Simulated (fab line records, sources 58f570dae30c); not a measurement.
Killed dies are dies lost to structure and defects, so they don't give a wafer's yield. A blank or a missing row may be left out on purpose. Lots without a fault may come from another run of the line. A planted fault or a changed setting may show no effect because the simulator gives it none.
Which tool did it? | flow berkeley_cmos170 | 7 lots, 21 wafers sampled, at 2 steps of a route of 331

WHAT THE GAUGES READ, wafer by wafer
UCB170_GATE_THK_MEAS_05.
lot  | measured     | on            | GATE_POLY_THK (nm)
L254 | day 5 20:55  | film_metro-01 | 212.4 210.2 211.5
L256 | day 5 20:57  | film_metro-03 | 209.5 212.4 210.7
L260 | day 7 02:25  | film_metro-03 | 208.3 211.3 209.5
L262 | day 7 23:14  | film_metro-01 | 213.9 213.8 213.8
L266 | day 8 11:44  | film_metro-03 | 419.2 421.6 417.9
L271 | day 9 23:20  | film_metro-04 | 427.1 423.8 427.6
L275 | day 10 10:58 | film_metro-03 | 211.6 212.5 211.7

WHICH TOOL RAN EACH LOT (tool, then ch and the chambers of the sampled wafers, then the start)
lot  | UCB170_GATE_CVD_04
L254 | lpcvd-01 ch 1, day 5 19:30
L256 | lpcvd-01 ch 0, day 5 19:30
L260 | lpcvd-01 ch 1, day 7 00:59
L262 | lpcvd-01 ch 0, day 7 21:49
L266 | lpcvd-02 ch 0, day 8 08:43
L271 | lpcvd-01 ch 0, day 9 20:22
L275 | lpcvd-02 ch 0, day 10 09:34
- UCB170_GATE_CVD_04: deposits poly-Si from SiH4, time 1440 s, target thk 214 nm.

THE ANSWER, worked out from the rows above alone
Rule: what is usual is taken from the lots themselves. Put in order of their means at a reading, lots are off if they are a third of the lots or fewer, leave a main group of 4 or more, and stand apart from it by a gap of 3 or more times the standard deviation of the main group's means; of several such gaps the widest counts. A main group whose means are all the same, to the digits that the tables above print for the reading, isn't used. A lot without any number at a reading at which 4 lots or more have one is off too. The other lots that the step has rows for count as sound.
Off: L266, L271, at UCB170_GATE_THK_MEAS_05 (GATE_POLY_THK). The main group: mean 211.5 nm, standard deviation 1.4.
A tool fits if, at a process step before that reading, it ran every lot that is off, and no sound lot after the first of them. The gauges at UCB170_GATE_THK_MEAS_05 are tried like those tools. None of those tried fits.

WHAT THE SIMULATOR HAD PUT IN
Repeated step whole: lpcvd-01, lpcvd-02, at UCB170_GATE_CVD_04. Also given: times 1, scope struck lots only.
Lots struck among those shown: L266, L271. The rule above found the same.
